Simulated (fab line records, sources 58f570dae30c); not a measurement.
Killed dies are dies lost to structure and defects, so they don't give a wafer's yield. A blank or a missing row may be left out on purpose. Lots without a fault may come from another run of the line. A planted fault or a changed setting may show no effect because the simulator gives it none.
Problem report in the 8D (eight disciplines) form, filled by code | flow berkeley_cmos170 | the parts of the form that need people (team, actions taken, sign-off) are left out

1. THE PROBLEM
NWELL_NITRIDE_THK at UCB170_NWELL_THK_MEAS_05 reads a mean of 192.5 nm on 6 wafers of 2 lots; wafers without a fault read 225.7 nm with a standard deviation of 2.1. That is -16 standard deviations from the usual mean.
First seen on wafer L826.2, day 5 14:46, on film_metro-02. The record holds 42 wafers of 14 lots with a number at this step. Rule for "out", or "out of limits": more than 4 standard deviations from the usual mean. The other wafers with a number count as sound.

2. WHAT IT IS AND WHAT IT IS NOT
question                    | is                           | is not
which readings at this step | NWELL_NITRIDE_THK            | -
which lots                  | L826, L827                   | L810, L812, L813, L814, L816, L817, L819, L822, L825, L828, L829, L832
which wafers of those lots  | all that have a number       | -
read on which gauges        | film_metro-01, film_metro-02 | film_metro-03
when                        | from day 5 14:46             | up to then (27 sound wafers); but 9 sound wafers of L828, L829, L832 came after

3. SUSPECTS, AND WHAT RULES EACH OUT
Counting: a tool at a process step up to the reading stays a suspect if it ran every lot that is out and no sound lot after the first of them.
- the gauge at UCB170_NWELL_THK_MEAS_05: ruled out. The wafers that are out were read on 2 gauges (film_metro-01, film_metro-02).
- lpcvd-02 at UCB170_NWELL_CVD_04 (deposits Si3N4 from SiH2Cl2/NH3, target thk 224 nm, time 3360 s): kept. It ran every lot that is out, first L826 (day 5 12:50), and no sound lot after that; its last sound lot up to then is L822 (day 4 16:45). Its own readings are out on those wafers: nh3_flow_sccm.
Left after counting: lpcvd-02 at UCB170_NWELL_CVD_04.

4. THE CAUSE (what the simulator had put in)
Process parameter drift: lpcvd-02, from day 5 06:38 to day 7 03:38, at UCB170_NWELL_CVD_04. Setting nh3_flow_sccm, moved by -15, from 75. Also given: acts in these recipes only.
Counting left only this tool.

5. THE CHAIN OF EFFECTS, in route order
Each row: a reading whose mean over the struck wafers that have a number lies more than 3 standard deviations from the usual. Only readings for which the record gives a usual standard deviation are gone through. hours: the time from each lot's start at the first step in this table that gives one to its start at this step, as a median over the lots. sigmas: the change in usual standard deviations.
hours | step                     | reading           | usual      | on struck wafers | change | sigmas
0     | UCB170_NWELL_CVD_04      | nh3_flow_sccm     | 74.97 sccm | 59.96            | -15.01 | -68
2     | UCB170_NWELL_THK_MEAS_05 | NWELL_NITRIDE_THK | 225.7 nm   | 192.5            | -33.2  | -16
3     | UCB170_NWELL_ETCH_13     | oes_product_au    | 0.951 a.u. | 0.867            | -0.084 | -6.0
The process steps in it:
- UCB170_NWELL_CVD_04: deposits Si3N4 from SiH2Cl2/NH3, target thk 224 nm, time 3360 s.
- UCB170_NWELL_ETCH_13: etches Si3N4 in CH3F/Ar/O2, stops on SiO2, target depth 246.4 nm, time 154 s.

6. WHAT WOULD HAVE CAUGHT IT SOONER
In this record the first reading out of limits at a measuring or inspecting step was taken at day 5 14:46, 8 hours after the fault began at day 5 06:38.
The tool's own readings at UCB170_NWELL_CVD_04 were out on every struck wafer that the step has a row for (nh3_flow_sccm): an alarm limit on them would have fired on the first of those.
Of the lots that are out (2), L827 began UCB170_NWELL_CVD_04 on lpcvd-02 after day 5 14:46. A hold on the tool at that time would have spared it.
